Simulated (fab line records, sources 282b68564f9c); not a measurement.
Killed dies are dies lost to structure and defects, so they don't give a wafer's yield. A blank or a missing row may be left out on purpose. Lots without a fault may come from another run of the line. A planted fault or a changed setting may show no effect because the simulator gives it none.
Which tool did it? | flow rit_cmos | 7 lots, 21 wafers sampled, at 1 step of a route of 202

WHAT THE GAUGES READ, wafer by wafer
RIT_ACTIVE_CD_MEAS_11: target cd 1400 nm.
lot  | measured    | on        | cd_nm (nm)
L811 | day 1 20:17 | cd_sem-01 | 1402.0 1400.1 1403.5
L813 | day 2 05:28 | cd_sem-01 | 1396.0 1397.9 1396.9
L817 | day 3 01:34 | cd_sem-02 | 1395.7 1398.9 1396.1
L821 | day 3 21:29 | cd_sem-01 | 1396.0 1398.6 1400.0
L826 | day 4 23:31 | cd_sem-02 | 1395.4 1395.8 1399.7
L830 | day 5 19:17 | cd_sem-01 | 1402.2 1402.0 1403.6
L833 | day 6 09:26 | cd_sem-02 | 1401.2 1401.8 1404.1

WHICH TOOL RAN EACH LOT (tool, then ch and the chambers of the sampled wafers, then the start)
The record holds no process step before these readings.

THE ANSWER, worked out from the rows above alone
Rule: what is usual is taken from the lots themselves. Put in order of their means at a reading, lots are off if they are a third of the lots or fewer, leave a main group of 4 or more, and stand apart from it by a gap of 3 or more times the standard deviation of the main group's means; of several such gaps the widest counts. A main group whose means are all the same, to the digits that the tables above print for the reading, isn't used. A lot without any number at a reading at which 4 lots or more have one is off too. The other lots that the step has rows for count as sound.
No lot is off at any reading shown: from this, nothing can be told.

WHAT THE SIMULATOR HAD PUT IN
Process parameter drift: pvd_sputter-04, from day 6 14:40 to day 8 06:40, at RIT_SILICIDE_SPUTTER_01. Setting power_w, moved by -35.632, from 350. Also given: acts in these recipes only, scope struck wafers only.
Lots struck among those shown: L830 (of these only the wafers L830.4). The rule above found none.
